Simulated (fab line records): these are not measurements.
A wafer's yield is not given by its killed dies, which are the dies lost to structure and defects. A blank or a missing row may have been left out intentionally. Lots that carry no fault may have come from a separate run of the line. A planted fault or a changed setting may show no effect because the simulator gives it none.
8D (eight disciplines) problem report, filled in by code / flow berkeley-cmos170 / the parts of the form that need people (team, actions taken, sign-off) are left out

== 1. PROBLEM STATEMENT ==
Across 9 wafers from 3 lots, SACOX_OXIDE_THK at UCB170_SACOX_THK_MEAS_02 averages 6.41 nm, while fault-free wafers read 14.68 nm with a standard deviation of 0.25. That puts it -33 standard deviations away from the usual mean.
First observed at day 8 04:26: wafer L800.3, on film-metro-01. At this step, 45 wafers from 15 lots have a number in the record. By rule, "out" or "out of limits" means more than 4 standard deviations away from the usual mean. Any other wafer with a number is counted as sound.

== 2. WHAT IT IS, WHAT IT ISN'T ==
question=which readings at this step | is=SACOX_OXIDE_THK | is not=-
question=which lots | is=L800, L804, L805 | is not=L786, L787, L788, L789, L790, L791, L793, L794, L795, L796, L797, L802
question=which wafers of those lots | is=all that have a number | is not=-
question=read on which gauges | is=film-metro-01, film-metro-02, film-metro-03 | is not=-
question=when | is=from day 8 04:26 | is not=up to then (33 sound wafers); but 3 sound wafers of L802 came after

== 3. THE SUSPECTS, EACH WITH WHAT RULES IT OUT ==
Counting: a tool at a process step up to the reading stays a suspect if it ran every lot that is out and no sound lot after the first of them.
- the gauge at UCB170_SACOX_THK_MEAS_02 has been ruled out. 3 gauges (film-metro-01, film-metro-02, film-metro-03) read the wafers that are out.
- furnace-04 at UCB170_SACOX_OXIDATION_01 (target thk 14.4 nm, ox time 2400 s): kept. It ran every lot that is out, first L800 (day 8 02:46), and no sound lot after that; its last sound lot up to then is L796 (day 7 11:10). Its own readings are out on those wafers: spike-tc-centre-C, spike-tc-load-C, spike-tc-source-C, tube-center-temp-C, tube_center_temp_C_max, zone-power-load-pct.
After counting, what remains is furnace-04 at UCB170_SACOX_OXIDATION_01.

== 4. THE CAUSE (what the simulator had put in) ==
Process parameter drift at UCB170_SACOX_OXIDATION_01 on furnace-04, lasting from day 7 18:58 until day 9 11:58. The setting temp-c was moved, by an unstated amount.
Only this tool survived the counting.

== 5. THE CHAIN OF EFFECTS, in route order ==
Rows list readings where the struck wafers' mean (over those with a number) sits beyond 3 standard deviations from the usual. Only readings for which the record gives a usual standard deviation are gone through. hours: the time from each lot's start at the first step in this table that gives one to its start at this step, as a median over the lots. sigmas: the change in usual standard deviations.
hours=0; step=UCB170_SACOX_OXIDATION_01; reading=spike-tc-centre-C; usual=903.6 C; on struck wafers=829.7; change=-73.9; sigmas=-62
hours=0; step=UCB170_SACOX_OXIDATION_01; reading=spike-tc-load-C; usual=923.0 C; on struck wafers=848.0; change=-75.0; sigmas=-54
hours=0; step=UCB170_SACOX_OXIDATION_01; reading=spike-tc-source-C; usual=923.5 C; on struck wafers=849.7; change=-73.8; sigmas=-62
hours=0; step=UCB170_SACOX_OXIDATION_01; reading=tube-center-temp-C; usual=900.01 C; on struck wafers=827.06; change=-72.95; sigmas=-99 or more
hours=0; step=UCB170_SACOX_OXIDATION_01; reading=tube_center_temp_C_max; usual=902.4; on struck wafers=829.5; change=-72.9; sigmas=-99 or more
hours=0; step=UCB170_SACOX_OXIDATION_01; reading=zone-power-load-pct; usual=29.0 %; on struck wafers=23.8; change=-5.2; sigmas=-13
hours=2; step=UCB170_SACOX_THK_MEAS_02; reading=SACOX_OXIDE_THK; usual=14.68 nm; on struck wafers=6.41; change=-8.27; sigmas=-33
The process steps in it:
- UCB170_SACOX_OXIDATION_01: target thk 14.4 nm, ox time 2400 s.
Later measuring or inspecting steps at which every struck wafer that the step has a row for has a number for every such reading, and none has moved that far: UCB170_PVT_OVL_MEAS_06.

== 6. WHAT WOULD HAVE CAUGHT IT SOONER ==
Counted from the fault's start at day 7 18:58, it took 9 hours until the first out-of-limits reading at a measuring or inspecting step in this record, taken at day 8 04:26.
Tool's own readings at UCB170_SACOX_OXIDATION_01, spike-tc-centre-C, spike-tc-load-C, spike-tc-source-C, tube-center-temp-C, tube_center_temp_C_max, zone-power-load-pct: out on all struck wafers the step has rows for; an alarm limit on them would have tripped on the first.
Of the lots that are out (3), L804, L805 began UCB170_SACOX_OXIDATION_01 on furnace-04 after day 8 04:26. A hold on the tool at that time would have spared those 2.
